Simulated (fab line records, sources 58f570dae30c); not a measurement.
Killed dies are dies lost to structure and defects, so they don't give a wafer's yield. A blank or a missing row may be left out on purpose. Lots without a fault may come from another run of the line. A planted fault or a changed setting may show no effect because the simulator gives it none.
Which tool did it? | flow berkeley_cmos170 | 7 lots, 21 wafers sampled, at 3 steps of a route of 331

WHAT THE GAUGES READ, wafer by wafer
UCB170_V2_THK_MEAS_01.
lot  | measured     | on            | V2_TEOS_THK (nm)
L628 | day 9 17:34  | film_metro-04 | 1993 1960 2009
L627 | day 9 18:17  | film_metro-03 | 2012 2035 2050
L629 | day 10 03:55 | film_metro-04 | 1956 1975 1999
L633 | day 10 11:53 | film_metro-03 | 1064 1080 1076 1062 1079 1077
L637 | day 12 06:21 | film_metro-04 | 1977 1976 2004
L638 | day 12 07:44 | film_metro-04 | 1984 1950 1997
L643 | day 13 08:36 | film_metro-03 | 1957 1987 1992

WHICH TOOL RAN EACH LOT (tool, then ch and the chambers of the sampled wafers, then the start)
lot  | UCB170_M2_ETCH_17                  | UCB170_V2_CVD_00
L628 | rie_diel-01 ch 0,1,3, day 9 16:52  | pecvd-02 ch 0,2, day 9 17:19
L627 | rie_diel-02 ch 2,3, day 9 17:29    | pecvd-01 ch 1,2, day 9 18:07
L629 | rie_diel-04 ch 0,3, day 10 03:18   | pecvd-02 ch 0,2, day 10 03:45
L633 | rie_diel-04 ch 0,2, day 10 11:17   | pecvd-02 ch 0,1, day 10 11:44
L637 | rie_diel-02 ch 0,1,2, day 12 05:44 | pecvd-03 ch 0,2, day 12 06:11
L638 | rie_diel-01 ch 1,2, day 12 07:04   | pecvd-01 ch 0,1, day 12 07:31
L643 | rie_diel-02 ch 0,1, day 13 07:59   | pecvd-01 ch 0,2, day 13 08:26
- UCB170_M2_ETCH_17: etches BARC in N2/H2.
- UCB170_V2_CVD_00: deposits SiO2 from TEOS/O2, target thk 2000 nm, time 250 s.

THE ANSWER, worked out from the rows above alone
Rule: what is usual is taken from the lots themselves. Put in order of their means at a reading, lots are off if they are a third of the lots or fewer, leave a main group of 4 or more, and stand apart from it by a gap of 3 or more times the standard deviation of the main group's means; of several such gaps the widest counts. A main group whose means are all the same, to the digits that the tables above print for the reading, isn't used. A lot without any number at a reading at which 4 lots or more have one is off too. The other lots that the step has rows for count as sound.
Off: L633, at UCB170_V2_THK_MEAS_01 (V2_TEOS_THK). The main group: mean 1990 nm, standard deviation 20.
A tool fits if, at a process step before that reading, it ran every lot that is off, and no sound lot after the first of them. The gauges at UCB170_V2_THK_MEAS_01 are tried like those tools. Can't be told from this: 2 tools fit, rie_diel-04 at UCB170_M2_ETCH_17, pecvd-02 at UCB170_V2_CVD_00.

WHAT THE SIMULATOR HAD PUT IN
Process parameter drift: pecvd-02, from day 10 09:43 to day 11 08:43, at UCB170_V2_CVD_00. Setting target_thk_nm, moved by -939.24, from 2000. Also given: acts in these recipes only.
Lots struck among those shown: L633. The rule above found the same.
